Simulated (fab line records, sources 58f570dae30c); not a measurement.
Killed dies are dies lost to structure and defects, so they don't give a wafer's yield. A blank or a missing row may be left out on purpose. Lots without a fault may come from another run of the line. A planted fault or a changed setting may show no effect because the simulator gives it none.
Problem report in the 8D (eight disciplines) form, filled by code | flow berkeley_cmos170 | the parts of the form that need people (team, actions taken, sign-off) are left out

1. THE PROBLEM
heater_power_total_W at UCB170_PVT_SOFTBAKE_02 reads a mean of 58.30 W on 6 wafers of 2 lots; wafers without a fault read 56.80 W with a standard deviation of 0.047. That is +32 standard deviations from the usual mean.
The step: time 60 s.
First seen on wafer L811.4, day 10 09:04, on litho_track-04. The record holds 42 wafers of 14 lots with a number at this step. Rule for "out", or "out of limits": more than 4 standard deviations from the usual mean. The other wafers with a number count as sound.

2. WHAT IT IS AND WHAT IT IS NOT
question                    | is                                 | is not
which readings at this step | heater_power_total_W, plate_temp_C | -
which lots                  | L811, L814                         | L791, L792, L795, L796, L797, L800, L801, L802, L803, L804, L806, L807
which wafers of those lots  | all that have a number             | -
read on which tools         | litho_track-04                     | litho_track-01, litho_track-02
when                        | from day 10 09:04                  | up to then (36 sound wafers)

3. SUSPECTS, AND WHAT RULES EACH OUT
Counting: a tool at a process step up to the reading stays a suspect if it ran every lot that is out and no sound lot after the first of them.
- litho_track-04 at UCB170_PVT_SOFTBAKE_02 (time 60 s): kept. It ran every lot that is out, first L811 (day 10 09:04), and no sound lot after that; its last sound lot up to then is L807 (day 9 17:20). Its own readings are out on those wafers: heater_power_total_W, plate_temp_C.
Left after counting: litho_track-04 at UCB170_PVT_SOFTBAKE_02.

4. THE CAUSE (what the simulator had put in)
Process parameter drift: litho_track-04, from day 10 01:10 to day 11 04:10, at UCB170_PVT_SOFTBAKE_02. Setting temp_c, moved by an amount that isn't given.
Counting left only this tool.

5. THE CHAIN OF EFFECTS, in route order
Each row: a reading whose mean over the struck wafers that have a number lies more than 3 standard deviations from the usual. Only readings for which the record gives a usual standard deviation are gone through. hours: the time from each lot's start at the first step in this table that gives one to its start at this step, as a median over the lots. sigmas: the change in usual standard deviations.
hours | step                   | reading              | usual    | on struck wafers | change | sigmas
0     | UCB170_PVT_SOFTBAKE_02 | heater_power_total_W | 56.80 W  | 58.30            | +1.50  | +32
0     | UCB170_PVT_SOFTBAKE_02 | plate_temp_C         | 129.99 C | 132.63           | +2.64  | +24
The process steps in it:
- UCB170_PVT_SOFTBAKE_02: time 60 s.
Later measuring or inspecting steps at which every struck wafer that the step has a row for has a number for every such reading, and none has moved that far: UCB170_CONTACT_CD_MEAS_90.

6. WHAT WOULD HAVE CAUGHT IT SOONER
In this record the first reading out of limits was taken at day 10 09:04, 8 hours after the fault began at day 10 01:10.
